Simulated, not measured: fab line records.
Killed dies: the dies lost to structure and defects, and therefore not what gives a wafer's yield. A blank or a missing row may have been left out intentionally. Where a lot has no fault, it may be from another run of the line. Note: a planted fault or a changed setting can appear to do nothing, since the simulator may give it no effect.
2 desks looking at one fault | flow berkeleyCmos170 | numbers are kept per desk, each desk with only its own; the story behind them comes last

FROM THE METROLOGY DESK
What the gauges read, lot by lot, whatever tool the lot ran on: means of the sampled wafers that have a number. Marked OUT: a lot whose mean sits more than 4 standard deviations from the usual mean, which makes it out of limits; the brackets give that distance.
Columns: A = FIELD_OXIDE_LEFT_1_THK at UCB170_FIELD_THK_MEAS_90, usual 449 nm; B = NLDD_TW at UCB170_NLDD_TW_MEAS_11, usual 2209; C = M3_AL_RS at UCB170_M3_RS_MEAS_02, usual 0.0323 ohm/sq
lot  | first seen here | A   | B    | C
L551 | day 5 21:02     | 462 | 2232 | 0.0321
L552 | day 6 10:48     | 448 | 2188 | 0.0320
L553 | day 6 10:48     | 450 | 2209 | 0.0325
L555 | day 7 05:09     | 457 | 2193 | 0.0323
L557 | day 7 05:13     | 454 | 2188 | 0.0325
L554 | day 7 05:16     | 444 | 2210 | 0.0325
L558 | day 7 16:32     | 457 | 2229 | 0.0321
L562 | day 8 09:45     | 443 | 2218 | 0.0325
L563 | day 8 09:49     | 431 | 2231 | 0.0323
L560 | day 8 09:49     | 447 | 2222 | 0.0321
L564 | day 9 05:43     | 457 | 2181 | 0.0324
L568 | day 9 15:34     | 447 | 2207 | 0.0325
L565 | day 9 15:35     | 442 | 2210 | 0.0317
L567 | day 9 15:37     | 439 | 2174 | 0.0323
This desk's verdict: no lot among the 14 shows anything out of limits.

FOR THE TOOL OWNER'S DESK: rieSi-01
The tool's own readings at UCB170_GATE_ETCH_15 (etches poly-Si in HBr/Cl2, stops on SiO2, time 56.3 s, target depth 278.2 nm): means of the sampled wafers that have a number, for each lot that ran on this tool. Marked OUT: a lot whose mean sits more than 4 standard deviations from the usual mean, which makes it out of limits; the brackets give that distance.
Columns: A = biasW at UCB170_GATE_ETCH_15, usual 150.0 W; B = drypumpMotorCurrentA at UCB170_GATE_ETCH_15, usual 5.4 A; C = oesProductAu at UCB170_GATE_ETCH_15, usual 0.832 a.u.; D = throttleValvePct at UCB170_GATE_ETCH_15, usual 26.38 %
lot  | first seen here | A               | B   | C     | D
L551 | day 7 07:50     | 149.7           | 5.5 | 0.841 | 26.27
L552 | day 7 21:53     | 150.2           | 5.5 | 0.842 | 26.12
L555 | day 8 13:17     | 150.0           | 5.8 | 0.822 | 26.17
L557 | day 8 13:35     | 150.2           | 6.0 | 0.832 | 26.23
L558 | day 9 02:20     | 149.8           | 5.3 | 0.832 | 26.21
L563 | day 9 22:12     | 150.1           | 5.6 | 0.833 | 26.17
L567 | day 11 01:05    | 157.0 (+17) OUT | 5.5 | 0.824 | 26.25
L565 | day 11 01:34    | 156.6 (+16) OUT | 6.1 | 0.845 | 26.14
This desk's verdict: out of limits on L565, L567, starting with L567 at day 11 01:05 (biasW at UCB170_GATE_ETCH_15). Within limits: L551, L552, L555, L557, L558, L563.

ALL TOGETHER
The tool owner's desk could have raised an alarm at day 11 01:05, on L565, L567.
At the metrology desk, nothing out of limits was observed.
The metrology desk holds a record of L565, L567, inside its limits.
The lots listed all ran UCB170_GATE_ETCH_15 on rieSi-01.

WHAT WAS PUT IN BY THE SIMULATOR
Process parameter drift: rieSi-01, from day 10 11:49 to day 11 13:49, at UCB170_GATE_ETCH_15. A move of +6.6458 in setting biasW, from 150.
Shown lots that were struck: L565, L567.
How many hours passed from the start of the fault until each desk's first out-of-limits reading: the tool owner's desk, 13.
